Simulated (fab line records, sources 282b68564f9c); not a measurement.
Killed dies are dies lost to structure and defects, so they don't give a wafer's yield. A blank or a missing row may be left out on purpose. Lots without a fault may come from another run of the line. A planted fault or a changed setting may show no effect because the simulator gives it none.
Problem report in the 8D (eight disciplines) form, filled by code | flow rit_cmos | the parts of the form that need people (team, actions taken, sign-off) are left out

1. THE PROBLEM
oes_product_au at RIT_GATE_ETCH_19 reads a mean of 0.671 a.u. on 9 wafers of 3 lots; wafers without a fault read 0.847 a.u. with a standard deviation of 0.013. That is -14 standard deviations from the usual mean.
The step: etches poly-Si in SF6/CHF3/O2, stops on SiO2, time 165 s, target depth 312.5 nm.
First seen on wafer L503.2, day 5 04:38, on rie_si-02. The record holds 45 wafers of 15 lots with a number at this step. Rule for "out", or "out of limits": more than 4 standard deviations from the usual mean. The other wafers with a number count as sound.

2. WHAT IT IS AND WHAT IT IS NOT
question                    | is                     | is not
which readings at this step | oes_product_au         | SF6_flow_sccm, drypump_motor_current_A, rf_fwd_power_W, throttle_valve_pct
which lots                  | L503, L505, L507       | L492, L493, L494, L495, L496, L497, L498, L499, L500, L502, L512, L514
which wafers of those lots  | all that have a number | -
read on which tools         | rie_si-02              | rie_si-01
when                        | from day 5 04:38       | up to then (30 sound wafers); but 6 sound wafers of L512, L514 came after

3. SUSPECTS, AND WHAT RULES EACH OUT
Counting: a tool at a process step up to the reading stays a suspect if it ran every lot that is out and no sound lot after the first of them.
- rie_si-02 at RIT_GATE_ETCH_19 (etches poly-Si in SF6/CHF3/O2, stops on SiO2, time 165 s, target depth 312.5 nm): kept. It ran every lot that is out, first L503 (day 5 04:38), and no sound lot after that; its last sound lot up to then is L499 (day 4 12:05). Its own readings are out on those wafers: oes_product_au.
Left after counting: rie_si-02 at RIT_GATE_ETCH_19.

4. THE CAUSE (what the simulator had put in)
Process parameter drift: rie_si-02, from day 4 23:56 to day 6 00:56, at RIT_GATE_ETCH_19. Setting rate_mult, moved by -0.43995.
Counting left only this tool.

5. THE CHAIN OF EFFECTS, in route order
Each row: a reading whose mean over the struck wafers that have a number lies more than 3 standard deviations from the usual. Only readings for which the record gives a usual standard deviation are gone through. hours: the time from each lot's start at the first step in this table that gives one to its start at this step, as a median over the lots. sigmas: the change in usual standard deviations.
hours | step             | reading             | usual      | on struck wafers | change | sigmas
0     | RIT_GATE_ETCH_19 | oes_product_au      | 0.847 a.u. | 0.671            | -0.176 | -14
21    | RIT_M1_PROBE_99  | killed_at_front_end | 6.9        | 264.0            | +257.1 | +89
21    | RIT_M1_PROBE_99  | killed_dies         | 7.1        | 264.0            | +256.9 | +89
21    | RIT_M1_PROBE_99  | killed_on_rim       | 1.9        | 70.0             | +68.1  | +49
The process steps in it:
- RIT_GATE_ETCH_19: etches poly-Si in SF6/CHF3/O2, stops on SiO2, time 165 s, target depth 312.5 nm.
- RIT_M1_PROBE_99

6. WHAT WOULD HAVE CAUGHT IT SOONER
In this record the first reading out of limits was taken at day 5 04:38, 5 hours after the fault began at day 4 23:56.
